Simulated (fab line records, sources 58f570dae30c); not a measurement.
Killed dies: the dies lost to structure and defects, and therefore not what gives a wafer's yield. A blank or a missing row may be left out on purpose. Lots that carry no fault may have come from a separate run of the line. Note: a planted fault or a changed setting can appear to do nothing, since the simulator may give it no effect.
Matching of chambers    flow berkeley cmos170    4 sister chambers for UCB170_V2_ETCH_14 on rie diel-03
The step etches SiO2 in CHF3/CF4/Ar, stops on Al, target depth 1250 nm, time 291 s. 8 wafers are shown with their chamber, then 10 later ones without.

WAFERS PAIRED WITH THEIR CHAMBERS
wafer   chamber  drypump motor current A (A)  throttle valve pct (%)
L231.6  3        6.2                          6.89
L238.5  2        5.7                          6.99
L237.3  0        5.5                          6.92
L237.6  0        5.5                          6.92
L240.1  2        5.8                          7.00
L242.4  1        4.7                          7.06
L246.1  3        6.2                          6.90
L246.2  1        4.7                          7.07

WAFERS WITHOUT THEIR CHAMBER
wafer   drypump motor current A (A)  throttle valve pct (%)
L246.6  5.7                          7.00
L245.1  4.7                          7.07
L245.3  5.5                          6.90
L245.5  5.7                          7.00
L252.3  5.5                          6.93
L252.5  5.7                          6.99
L252.6  6.2                          6.86
L251.3  4.7                          7.06
L251.5  5.5                          6.93
L251.6  6.2                          6.89

WHICH CHAMBER EACH ONE RAN IN
wafer   from the rows above  in truth
L246.6  2                    2
L245.1  1                    1
L245.3  0                    0
L245.5  2                    2
L252.3  0                    0
L252.5  2                    2
L252.6  3                    3
L251.3  1                    1
L251.5  0                    0
L251.6  3                    3
Correctly placed: 10 of 10. From these rows, 0 cannot be placed. 0 placed wrongly.
How it was worked out, from the rows above alone: a wafer's distance from a chamber is the root of the sum, over the readings, of the square of ((its reading less the chamber's mean) divided by the reading's scatter). If the next closest chamber is less than 2 further off than the closest, the wafer can't be placed; otherwise it belongs to the closest. Each chamber's mean is taken over the wafers shown for it. The scatter: take each reading less its chamber's mean, square it, sum over the shown wafers, divide by the number of wafers less the number of chambers, and take the root.
